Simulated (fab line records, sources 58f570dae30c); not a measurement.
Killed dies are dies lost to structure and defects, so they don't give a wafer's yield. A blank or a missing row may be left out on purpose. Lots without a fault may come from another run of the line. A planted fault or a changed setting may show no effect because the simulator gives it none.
Chamber matching | flow berkeley_cmos170 | UCB170_V1_CMP_02 on cmp-01: 4 sister chambers
The step polishes SiO2. 16 wafers are shown with their chamber, then 8 later ones without.

WAFERS WITH THEIR CHAMBER
wafer  | chamber | motor_current_A (A) | slurry_filter_dp_kPa (kPa)
L334.2 | 2       | 16.3                | 13.70
L334.5 | 2       | 17.2                | 13.59
L334.6 | 3       | 15.5                | 13.57
L336.1 | 2       | 15.9                | 13.71
L336.2 | 1       | 21.4                | 13.48
L336.5 | 1       | 21.4                | 13.24
L338.1 | 1       | 20.0                | 13.35
L338.2 | 3       | 16.2                | 13.52
L338.6 | 0       | 13.8                | 13.62
L342.3 | 1       | 22.5                | 13.69
L342.5 | 3       | 15.2                | 13.60
L342.6 | 2       | 16.8                | 13.38
L344.1 | 1       | 20.4                | 13.45
L344.3 | 0       | 13.1                | 13.64
L344.6 | 3       | 15.8                | 13.51
L348.2 | 1       | 20.0                | 13.44

SIGNATURES (means of the wafers above)
reading              | chamber 0 | chamber 1 | chamber 2 | chamber 3 | scatter within a chamber
motor_current_A      | 13.450    | 20.950    | 16.550    | 15.675    | 0.746
slurry_filter_dp_kPa | 13.6300   | 13.4417   | 13.5950   | 13.5500   | 0.125
Rule: a wafer's distance from a chamber is the root of the sum, over the readings, of the square of ((its reading less the chamber's mean) divided by the reading's scatter). The wafer belongs to the nearest chamber; if the next one is less than 2 further off, it can't be placed. The scatter: the root of (the sum of the squares of (reading less its chamber's mean) over the shown wafers, divided by (wafers less chambers)).

WAFERS WITHOUT THEIR CHAMBER
wafer  | motor_current_A (A) | slurry_filter_dp_kPa (kPa)
L348.4 | 16.4                | 13.85
L348.5 | 13.4                | 13.63
L350.1 | 16.4                | 13.33
L350.3 | 16.7                | 13.59
L350.4 | 21.5                | 13.41
L355.1 | 20.4                | 13.56
L355.5 | 21.0                | 13.65
L355.6 | 18.2                | 13.59

WHICH CHAMBER EACH WENT THROUGH
wafer  | from the rows above          | in truth
L348.4 | can't be placed: 2 or 3      | 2
L348.5 | 0                            | 0
L350.1 | can't be placed: 3 or 2      | 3
L350.3 | can't be placed: 2 or 3      | 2
L350.4 | 1                            | 1
L355.1 | 1                            | 1
L355.5 | 1                            | 1
L355.6 | can't be placed: 2 or 3 or 1 | 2
Placed correctly: 4 of 8. Can't be placed from these rows: 4 (the true chamber is among the candidates in 4). Placed wrongly: 0.
